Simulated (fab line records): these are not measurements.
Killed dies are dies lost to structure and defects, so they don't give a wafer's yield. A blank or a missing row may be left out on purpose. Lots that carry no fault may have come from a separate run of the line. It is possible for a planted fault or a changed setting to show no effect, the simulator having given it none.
Code-filled problem report in 8D (eight disciplines) form -- flow rit cmos -- the parts of the form that need people (team, actions taken, sign-off) are left out

## 1. WHAT IS WRONG
At RIT_M1_PROBE_99, killed at front end averages 263.8 over 12 wafers from 4 lots, while fault-free wafers read 6.9, standard deviation 2.8. That puts it +92 standard deviations away from the usual mean.
Seen first at day 4 19:10 on prober-01, wafer L134.2. The record has a number at this step for 12 wafers belonging to 4 lots. Rule for "out", or "out of limits": more than 4 standard deviations from the usual mean. The rest of the wafers with a number are treated as sound.

## 2. WHAT IT IS, AND WHAT IT ISN'T
question,is,is not
which readings at this step,"killed at front end, killed dies, killed on rim",killed open
which lots,"L134, L135, L137, L141",-
which wafers of those lots,all that have a number,-
read on which tools,"prober-01, prober-02",-
when,from day 4 19:10,up to then (0 sound wafers)

## 3. THE SUSPECTS, EACH WITH WHAT RULES IT OUT
Counting: a tool at a process step up to the reading stays a suspect if it ran every lot that is out and no sound lot after the first of them.
- iline stepper-01 at RIT_NRETRO_EXPOSE_03 (exposes mask M4, target cd 43900 nm): kept. It ran every lot that is out, first L134 (day 3 13:08), and no sound lot after that.
Left after counting: iline stepper-01 at RIT_NRETRO_EXPOSE_03.

## 4. THE CAUSE (what the simulator had put in)
Scanner matching overlay: iline stepper-01, from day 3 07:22 on, at RIT_NRETRO_EXPOSE_03. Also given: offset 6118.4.
After counting, this tool was the only one left.

## 5. SEQUENCE OF EFFECTS, ordered by route
Rows list readings where the struck wafers' mean (over those with a number) sits beyond 3 standard deviations from the usual. Scope: only readings with a usual standard deviation given in the record; hours: median across lots of the time from each lot's start at the first step in this table that gives one to its start at this step; sigmas: change in usual standard deviations.
hours,step,reading,usual,on struck wafers,change,sigmas
0,RIT_M1_PROBE_99,killed at front end,6.9,263.8,+256.9,+92
0,RIT_M1_PROBE_99,killed dies,7.1,264.0,+256.9,+92
0,RIT_M1_PROBE_99,killed on rim,1.8,70.0,+68.2,+52
The process steps in it:
- RIT_M1_PROBE_99
Readings that are blank on the struck wafers while sound wafers have them: NRETRO_OVL at RIT_NRETRO_OVL_MEAS_06.

## 6. HOW IT WOULD HAVE BEEN CAUGHT EARLIER
The fault began at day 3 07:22; the first out-of-limits reading in this record came at day 4 19:10, 36 hours later.
Between RIT_NRETRO_EXPOSE_03 and RIT_M1_PROBE_99, RIT_NRETRO_OVL_MEAS_06 gave no NRETRO_OVL on the struck wafers, where sound wafers have one: a measuring or inspecting step that comes back empty is itself a sign.
Tool readings at RIT_NRETRO_EXPOSE_03 with a usual standard deviation given in the record: none out on any struck wafer, hence no alarm at a limit of 4 standard deviations on them.
L141, from the lots that are out (4), started RIT_NRETRO_EXPOSE_03 on iline stepper-01 later than day 4 19:10. A tool hold placed at that time would have kept it from harm.
